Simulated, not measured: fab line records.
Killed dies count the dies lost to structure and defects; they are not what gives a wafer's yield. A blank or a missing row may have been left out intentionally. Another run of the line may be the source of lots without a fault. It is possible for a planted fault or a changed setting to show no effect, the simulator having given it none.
Which tool was responsible?    flow berkeleyCmos170    at 1 step of a route of 331, 15 lots with 45 wafers sampled

WHAT THE GAUGES READ, wafer by wafer
UCB170_NWELL_THK_MEAS_05.
lot   measured     on            NWELL_NITRIDE_THK (nm)
L772  day 2 09:23  filmMetro-01  225.2 223.8 226.6
L774  day 2 18:25  filmMetro-04  221.8 221.6 222.9
L775  day 3 04:01  filmMetro-01  225.0 224.2 222.9
L777  day 3 13:48  filmMetro-03  220.0 220.1 220.5
L776  day 3 13:49  filmMetro-01  225.8 225.5 226.4
L779  day 3 22:37  filmMetro-04  224.2 223.2 223.6
L780  day 3 22:37  filmMetro-03  223.8 222.8 223.7
L781  day 4 01:08  filmMetro-03  222.3 222.5 222.4
L783  day 4 09:08  filmMetro-03  223.3 225.3 224.8
L787  day 5 08:04  filmMetro-01  222.3 220.2 224.2
L791  day 6 02:34  filmMetro-01  223.7 221.9 222.6
L792  day 6 09:44  filmMetro-01  224.7 222.7 224.6
L793  day 6 20:17  filmMetro-01  226.1 227.6 226.8
L794  day 6 23:44  filmMetro-01  225.4 224.1 224.4
L795  day 7 03:47  filmMetro-03  220.6 222.1 220.7

WHICH TOOL RAN EACH LOT (tool, then ch and the chambers of the sampled wafers, then the start)
The record holds no process step before these readings.

WHAT THE TOOLS THEMSELVES READ (means of the sampled wafers that have a number; where no wafer has one, the mark that the record gives instead)
The record holds no such reading with a usual standard deviation.

THE ANSWER, worked out from the rows above alone
Rule: what is usual is taken from the lots themselves. Put in order of their means at a reading, lots are off if they are a third of the lots or fewer, leave a main group of 4 or more, and stand apart from it by a gap of 3 or more times the standard deviation of the main group's means; of several such gaps the widest counts. Not used: any main group whose means are identical at the precision the tables above print for the reading. Also off: a lot with no number at a reading for which 4 or more lots have one. Any other lot the step has rows for is counted as sound. After the gauges, taken in route order, come the tools' own readings; for these a lot's mean is taken, as printed above. The first step at which some lot is off is used, and at that step the reading that is off furthest; a lot without a number counts as furthest.
None of the lots is off at any reading shown; this tells nothing.

WHAT THE SIMULATOR HAD PUT IN
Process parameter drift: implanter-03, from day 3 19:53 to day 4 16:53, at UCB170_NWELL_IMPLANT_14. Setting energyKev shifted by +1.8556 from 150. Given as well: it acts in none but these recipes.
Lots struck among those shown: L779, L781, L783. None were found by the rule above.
